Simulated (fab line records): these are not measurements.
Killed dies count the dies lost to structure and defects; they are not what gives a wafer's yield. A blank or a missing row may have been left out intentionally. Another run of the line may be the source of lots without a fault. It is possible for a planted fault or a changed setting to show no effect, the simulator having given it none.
Split-lot study | flow rit_cmos | on a route of 202 steps: 5 lots, 23 wafers read

== SPLIT DETAILS ==
At RIT_NRETRO_IMPLANT_08, the setting energy_kev was moved away from the recipe's 70 on 6 of the 23 wafers read, by +2.3% to +3.3%. The other wafers ran this setting at the recipe's value.

The reading is taken at the split's own step.

== THE READING ==
The simulator's own value implant.drp_nm, read by no gauge, in nm at RIT_NRETRO_IMPLANT_08. The file gives no usual value for it.

wafer  | tool, chamber at the split | energy_kev as run | against the recipe | implant.drp_nm, nm | against lot-mates on the recipe
L078.1 | implanter-04, 0            | 70                | recipe             | 33.94              | -
L078.3 | implanter-04, 0            | 70                | recipe             | 33.94              | -
L078.5 | implanter-04, 0            | 70                | recipe             | 33.94              | -
L079.1 | implanter-02, 0            | 71.61             | +2.3%              | 34.59              | +0.65
L079.4 | implanter-02, 0            | 71.61             | +2.3%              | 34.59              | +0.65
L079.6 | implanter-02, 0            | 71.61             | +2.3%              | 34.59              | +0.65
L079.3 | implanter-02, 0            | 70                | recipe             | 33.94              | -
L079.5 | implanter-02, 0            | 70                | recipe             | 33.94              | -
L080.1 | implanter-03, 0            | 70                | recipe             | 33.94              | -
L080.4 | implanter-03, 0            | 70                | recipe             | 33.94              | -
L080.3 | implanter-03, 0            | 72.3              | +3.3%              | 34.87              | +0.93
L080.5 | implanter-03, 0            | 72.3              | +3.3%              | 34.87              | +0.93
L080.6 | implanter-03, 0            | 72.3              | +3.3%              | 34.87              | +0.93
L082.1 | implanter-02, 0            | 70                | recipe             | 33.94              | -
L082.2 | implanter-02, 0            | 70                | recipe             | 33.94              | -
L082.4 | implanter-02, 0            | 70                | recipe             | 33.94              | -
L082.5 | implanter-02, 0            | 70                | recipe             | 33.94              | -
L082.6 | implanter-02, 0            | 70                | recipe             | 33.94              | -
L084.1 | implanter-03, 0            | 70                | recipe             | 33.94              | -
L084.3 | implanter-03, 0            | 70                | recipe             | 33.94              | -
L084.4 | implanter-03, 0            | 70                | recipe             | 33.94              | -
L084.5 | implanter-03, 0            | 70                | recipe             | 33.94              | -
L084.6 | implanter-03, 0            | 70                | recipe             | 33.94              | -

FIT RESULTS
A straight line over all 23 wafers: implant.drp_nm changes by +0.283 nm for each +1% of energy_kev; r = +1.00; the points scatter about the line by 0.00031 nm.
The same after taking each lot's own level away (the mean of its wafers on the recipe; 23 wafers): +0.283 nm for each +1%; r = +1.00; scatter 0.00031 nm.
On that fit, the largest move of energy_kev shifts the reading by 0.93 nm.
The lots' own levels span 33.940 to 33.940 nm.
Hence the lot-to-lot level has little effect on the slope; both slopes agree.
Check: with one of the wafers moved furthest among these (+3.3%) left out of the fit, the line predicts +0.929 nm for it against its lot-mates. It came out at +0.93 nm against them.

== THE OTHER SPLITS THESE WAFERS WENT THROUGH ==
Before the reading, these wafers also passed through other splits. Each is held against what the fit with the lots' levels taken away leaves over:
other split on the same wafers   | wafers away from the commonest value | r with implant.drp_nm (lot level and that fit taken away)
RIT_ACTIVE_COAT_06 resist_thk_nm | 7                                    | -0.13
RIT_ACTIVE_EXPOSE_08 dose_mj     | 8                                    | +0.23
RIT_FOX1_OXIDATION_00 ox_time_s  | 15                                   | +0.27
RIT_FOX2_OXIDATION_00 temp_c     | 15                                   | +0.72
RIT_NWELL_IMPLANT_08 dose_cm2    | 7                                    | +0.33
RIT_PWELL_IMPLANT_08 energy_kev  | 9                                    | -0.12

== THE WHOLE CHAIN: every reading that the file lists as answering this split, in the file's order ==
step                  | what it does | reading                                                         | change (the file's fit)               | r (the file's)
RIT_NRETRO_IMPLANT_08 |              | implant.rp_nm (the simulator's own value, which no gauge read)  | +0.865 nm for each +1% of the setting | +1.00
RIT_NRETRO_IMPLANT_08 |              | implant.drp_nm (the simulator's own value, which no gauge read) | +0.285 nm for each +1% of the setting | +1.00

== THE FILE'S OWN FIT ==
implant.drp_nm changes by +0.285 nm for each +1% of energy_kev, r = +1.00.
